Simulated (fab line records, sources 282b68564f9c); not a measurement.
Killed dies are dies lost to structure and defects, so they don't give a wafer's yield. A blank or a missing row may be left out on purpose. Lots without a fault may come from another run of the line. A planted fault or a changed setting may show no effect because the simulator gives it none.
fab line records | flow rit_cmos
record lots=14 wafers=42 last_day=7
route steps=202 shown SPACER@130 M1@202
lots that met no fault: from a run of the same line without faults
start_h: hours from the record's first day to the start of the lot's first wafer shown | wait_h: hours since the lot's step before | " the same as in the row above | L1.1+2: a row that stands for several wafers | - no value, or no start given | * or withheld: withheld | < > ~ a bound
route shown NAME@n: a module of which the file shows steps, and the number in the route of the first | usual: mean/standard deviation of fault-free wafers | same: alike in all rows | chamber/n: place in a boat | sites: the reading at each site | _std_site: their standard deviation | _edge_site: outer sites' mean less inner sites' | radius_mm: how far each site lies from the wafer's centre | mask NAME#n: copy n | behind: the tool/chamber that last shaped the wafer | hold: why the lot was held/for how many hours/how that ended | device: the transistor (n, p or np) that didn't switch | end of line: the same wafers' tests at the end of the route | a step without rows: its recipe alone | killed: dies lost to structure and defects at the first sort, not the wafer's yield | map: a wafer's dies, x killed, . not, _ none there
set.NAME: the setting as run; set.NAME@STEP: as run at that earlier step | model.NAME: the simulator's own value behind a step, which no gauge read
steps of the route over a sample of lots; a table a step, a row a wafer
services: from which hour (start_h, from the record's first day; less than 0 if before it) a tool's chamber was out of use, for how many hours, and why
## steps
# step RIT_SPACER_ETCHBACK_05
# recipe target_depth_a=2500 SF6_flow_sccm=30 CHF3_flow_sccm=30 target=Si3N4 chemistry=SF6/CHF3 pressure_mtorr=40 rf_w=250 time_s=240 stop_on=SiO2
# usual CHF3_flow_sccm=30.00/0.084 drypump_motor_current_A=5.6/0.37 oes_product_au=0.844/0.016 run_length_s=268.1/0.57 throttle_valve_pct=10.40/0.12
# columns lot.wafer tool chamber start_h wait_h CHF3_flow_sccm drypump_motor_current_A oes_product_au rf_hours_counter_h run_length_s throttle_valve_pct
L389.2 rie_diel-03 3 45.46 0.0 30.01 5.2 0.819 126 267.4 10.53
L389.4 " 1 " " 29.98 6.0 0.826 7 267.4 10.19
L389.5 " 2 " " 30.04 5.3 0.850 - 269.3 10.27
L390.1 rie_diel-03 1 52.92 0.1 30.07 6.0 0.814 7 267.7 10.19
L390.4 " 2 " " 30.18 5.2 0.827 10 268.8 10.27
L390.6 " 3 " " 30.10 5.2 0.806 - 267.7 10.53
L391.1 rie_diel-01 1 57.30 0.1 30.02 5.2 0.848 12 268.6 10.23
L391.4 " 2 " " 29.99 6.1 0.863 72 268.3 10.51
L391.6 " 1 " " 30.02 5.2 0.845 - 268.5 10.25
L392.1 rie_diel-01 2 61.92 0.1 29.91 6.1 0.876 72 268.2 10.50
L392.4 " 0 " " 29.96 5.6 0.842 123 268.5 10.45
L392.6 " 1 " " 29.96 5.2 0.847 - 269.0 10.23
L393.2 rie_diel-04 1 67.24 0.0 29.94 6.1 0.866 136 268.2 10.48
L393.3 " 3 " " 29.99 5.4 0.849 57 267.6 10.56
L393.4 " 2 " " 29.89 5.1 0.847 108 267.6 10.49
L394.1 rie_diel-04 2 74.48 0.1 29.93 5.1 0.851 108 267.5 10.47
L394.3 " 0 " " 30.01 6.2 0.845 3 268.3 10.50
L394.4 " 1 " " 30.16 6.1 0.857 136 268.6 10.48
L395.1 rie_diel-01 1 77.20 0.1 30.10 5.2 0.841 12 268.8 10.24
L395.2 " 3 " " 30.08 5.6 0.836 31 267.4 10.29
L395.3 " 0 " " 30.04 5.6 0.838 123 268.8 10.47
L396.2 rie_diel-03 3 86.01 0.0 29.93 5.2 0.820 127 267.7 10.52
L396.3 " 2 " " 29.93 5.2 0.838 11 269.1 10.27
L396.4 " 0 " " 29.90 5.7 0.845 3 268.5 10.42
L400.4 rie_diel-03 0 100.70 0.0 30.02 5.7 0.846 4 268.0 10.41
L400.5 " 0 " " 30.00 5.7 0.850 - 268.1 10.43
L400.6 " 1 " " 29.99 6.0 0.819 - 267.5 10.19
L401.2 rie_diel-01 3 105.17 0.0 30.04 5.6 0.844 32 267.4 10.28
L401.4 " 2 " " 30.10 6.1 0.886 73 268.3 10.52
L401.5 " 1 " " 29.95 5.2 0.754 - 318.3 10.21
L403.1 rie_diel-01 2 116.89 0.1 30.00 6.1 0.876 73 268.2 10.51
L403.2 " 3 " " 29.94 5.6 0.841 32 267.9 10.28
L403.3 " 1 " " 29.98 5.2 0.743 14 318.4 10.21
L409.2 rie_diel-04 0 149.80 0.0 29.90 6.2 0.856 4 268.7 10.54
L409.5 " 0 " " 29.85 6.2 0.842 - 268.8 10.52
L409.6 " 3 " " 30.04 5.4 0.849 - 267.7 10.54
L410.2 rie_diel-03 3 152.94 0.0 30.07 5.2 0.806 128 267.8 10.52
L410.4 " 0 " " 29.94 5.6 0.843 5 268.9 10.40
L410.5 " 3 " " 29.93 5.1 0.813 - 267.4 10.51
L411.1 rie_diel-03 2 157.94 0.1 29.83 5.3 0.839 12 269.1 10.27
L411.5 " 1 " " 29.99 6.0 0.822 - 267.5 10.21
L411.6 " 2 " " 29.83 5.3 0.831 - 269.4 10.25
# step RIT_M1_PROBE_99
# usual killed_at_M0_to_M3=0.0/0.14 killed_at_contacts=0.1/0.27 killed_at_front_end=7.2/2.9 killed_dies=7.3/2.9 killed_open=3.6/1.9 killed_short=3.8/1.9
# same gross_dies=264 killed_at_M4_up=0 killed_at_back_side=0 killed_at_other=0
# columns lot.wafer tool chamber start_h wait_h killed_at_M0_to_M3 killed_at_contacts killed_at_front_end killed_dies killed_open killed_short
L392.1 prober-02 - 73.56 0.1 0 0 12 12 5 7
L392.4 prober-02 - 73.71 0.2 0 0 6 6 3 3
L392.6 prober-02 - 73.81 0.2 0 0 8 8 4 4
L403.1 prober-01 - 128.14 0.1 0 0 6 6 2 4
L403.2 prober-01 - 128.19 0.1 0 0 7 7 5 2
L403.3 prober-01 - 128.24 0.2 0 0 9 9 6 3
L409.2 prober-01 - 160.89 0.1 0 0 5 5 2 3
L409.5 prober-01 - 161.04 0.2 0 0 4 4 3 1
L409.6 prober-01 - 161.09 0.2 0 0 7 7 0 7
L411.1 prober-01 - 168.74 0.1 0 0 9 9 4 5
L411.5 prober-01 - 168.94 0.2 0 0 14 14 8 6
L411.6 prober-01 - 168.99 0.2 0 0 5 5 4 1
# killed by level:class
L392.1 REOX:geometric_particle:short=4 GATE:geometric_particle:short=3 SILICIDE:geometric_particle:open=3 FOX1:geometric_particle:open=1 GATE:geometric_particle:open=1
L392.4 GATE:geometric_particle:short=2 GATE:geometric_particle:open=2 REOX:geometric_particle:short=1 REOX:geometric_particle:open=1
L392.6 GATE:geometric_particle:open=2 GATE:geometric_particle:short=2 FOX1:geometric_particle:short=1 SPACER:geometric_particle:open=1 SILICIDE:geometric_particle:short=1 SILICIDE:geometric_particle:open=1
L403.1 FOX1:geometric_particle:short=2 GATE:geometric_particle:short=1 REOX:geometric_particle:open=1 GATE:geometric_particle:open=1 REOX:geometric_particle:short=1
L403.2 FOX1:geometric_particle:open=2 SPACER:geometric_particle:open=2 FOX1:geometric_particle:short=1 GATE:geometric_particle:short=1 REOX:geometric_particle:open=1
L403.3 GATE:geometric_particle:open=3 FOX1:geometric_particle:open=1 FOX1:geometric_particle:short=1 GATE:geometric_particle:short=1 REOX:geometric_particle:open=1 SPACER:geometric_particle:short=1 SILICIDE:geometric_particle:open=1
L409.2 GATE:geometric_particle:short=2 FOX2:geometric_particle:open=1 FOX2:geometric_particle:short=1 GATE:geometric_particle:open=1
L409.5 GATE:geometric_particle:open=2 REOX:geometric_particle:short=1 SILICIDE:geometric_particle:open=1
L409.6 GATE:geometric_particle:short=3 FOX1:geometric_particle:short=2 FOX2:geometric_particle:short=1 SILICIDE:geometric_particle:short=1
L411.1 GATE:geometric_particle:open=3 GATE:geometric_particle:short=2 FOX1:geometric_particle:short=1 SPACER:geometric_particle:open=1 SPACER:geometric_particle:short=1 SILICIDE:geometric_particle:short=1
L411.5 GATE:geometric_particle:open=7 GATE:geometric_particle:short=4 SPACER:geometric_particle:short=2 REOX:geometric_particle:open=1
L411.6 GATE:geometric_particle:open=2 SILICIDE:geometric_particle:open=2 GATE:geometric_particle:short=1
## services
# columns tool chamber start_h hours kind
rie_diel-03 1 76.94 5.7 repair
rie_diel-01 2 77.17 2.2 repair
rie_diel-01 2 89.83 1.3 repair
rie_diel-04 3 109.86 1.9 repair
rie_diel-03 2 116.15 2.5 repair
rie_diel-03 - 120.86 4.3 pm
rie_diel-01 0 135.18 18.1 repair
rie_diel-03 3 146.38 4.0 repair
## key
first_sign step=RIT_SPACER_ETCHBACK_05 reading=run_length_s direction=up sigmas=88 usual=* struck=*
effect step=RIT_SPACER_ETCHBACK_05 reading=oes_product_au direction=down sigmas=5.9 usual=0.844 struck=0.749
met_at RIT_SPACER_ETCHBACK_05
struck_lots L401,L403
struck_wafers L401.5,L403.3
tester_left_out L401,L403
onset_between 77.20 105.17
fault kind=process_parameter_drift tool=rie_diel-01 chamber=1 onset_h=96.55 steps=RIT_SPACER_ETCHBACK_05 channel=time_s offset=* shape=step end_h=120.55 acts_in=* stated=*
# tester_left_out: of these lots the tester's yield and bins aren't shown, on N5 and GAA mostly nor the transistor test; their killed dies are dies lost to structure and defects alone, not to doping, threshold or leakage, so they don't give the yield
